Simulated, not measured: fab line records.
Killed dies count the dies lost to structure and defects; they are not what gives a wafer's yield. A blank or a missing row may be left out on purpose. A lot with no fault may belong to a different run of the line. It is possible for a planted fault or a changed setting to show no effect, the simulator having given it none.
Matching of chambers + flow berkeley_cmos170 + 4 sister chambers for UCB170_V1_ETCH_14 on rie_diel-04
The step etches SiO2 in CHF3/CF4/Ar, stops on Al, target depth 1250 nm, time 291 s. 14 wafers are shown with their chamber, then 7 later ones without.

## WAFERS PAIRED WITH THEIR CHAMBERS
| wafer  | chamber | drypump_motor_current_A (A) | throttle_valve_pct (%) | oes_product_au (a.u.) |
|--------|---------|-----------------------------|------------------------|-----------------------|
| L374.2 | 1       | 6.5                         | 6.93                   | 0.885                 |
| L374.4 | 2       | 5.9                         | 7.01                   | 0.872                 |
| L374.5 | 3       | 5.7                         | 7.07                   | 0.869                 |
| L376.1 | 0       | 5.9                         | 6.85                   | 0.874                 |
| L376.3 | 2       | 5.9                         | 7.00                   | 0.871                 |
| L376.5 | 0       | 5.9                         | 6.88                   | 0.879                 |
| L378.3 | 0       | 5.9                         | 6.85                   | 0.877                 |
| L378.5 | 1       | 6.5                         | 6.91                   | 0.881                 |
| L378.6 | 0       | 5.9                         | 6.87                   | 0.870                 |
| L379.1 | 2       | 5.9                         | 7.00                   | 0.881                 |
| L379.4 | 0       | 6.0                         | 6.84                   | 0.867                 |
| L379.6 | 1       | 6.5                         | 6.93                   | 0.880                 |
| L381.1 | 2       | 5.9                         | 7.00                   | 0.880                 |
| L381.2 | 1       | 6.5                         | 6.93                   | 0.878                 |

SIGNATURES, as means of the wafers listed above
| reading                 | chamber 0 | chamber 1 | chamber 2 | chamber 3 | scatter within a chamber |
|-------------------------|-----------|-----------|-----------|-----------|--------------------------|
| drypump_motor_current_A | 5.920     | 6.500     | 5.900     | 5.700     | 0.0283                   |
| throttle_valve_pct      | 6.8580    | 6.9250    | 7.0025    | 7.0700    | 0.0121                   |
| oes_product_au          | 0.87340   | 0.88100   | 0.87600   | 0.86900   | 0.00453                  |
Rule: a wafer lies at a distance from a chamber equal to the root of the sum of squares, over the readings, of (its reading less the chamber's mean, divided by the reading's scatter). The wafer belongs to the nearest chamber; if the next one is less than 2 further off, it can't be placed. How the scatter is found: for the shown wafers, subtract from each reading the mean of its chamber, square and add these, divide the total by (wafers less chambers), then take the root.

## WAFERS WITHOUT THEIR CHAMBER
| wafer  | drypump_motor_current_A (A) | throttle_valve_pct (%) | oes_product_au (a.u.) |
|--------|-----------------------------|------------------------|-----------------------|
| L381.5 | 5.9                         | 6.85                   | 0.872                 |
| L385.3 | 6.0                         | 6.84                   | 0.873                 |
| L385.4 | 6.6                         | 6.93                   | 0.890                 |
| L385.5 | 5.7                         | 7.07                   | 0.879                 |
| L393.1 | 5.9                         | 7.01                   | 0.886                 |
| L393.5 | 5.7                         | 7.06                   | 0.883                 |
| L393.6 | 5.9                         | 6.86                   | 0.875                 |

## THE CHAMBER EACH PASSED THROUGH
| wafer  | from the rows above | in truth |
|--------|---------------------|----------|
| L381.5 | 0                   | 0        |
| L385.3 | 0                   | 0        |
| L385.4 | 1                   | 1        |
| L385.5 | 3                   | 3        |
| L393.1 | 2                   | 2        |
| L393.5 | 3                   | 3        |
| L393.6 | 0                   | 0        |
Placed correctly: 7 of 7. Can't be placed from these rows: 0. Placed wrongly: 0.
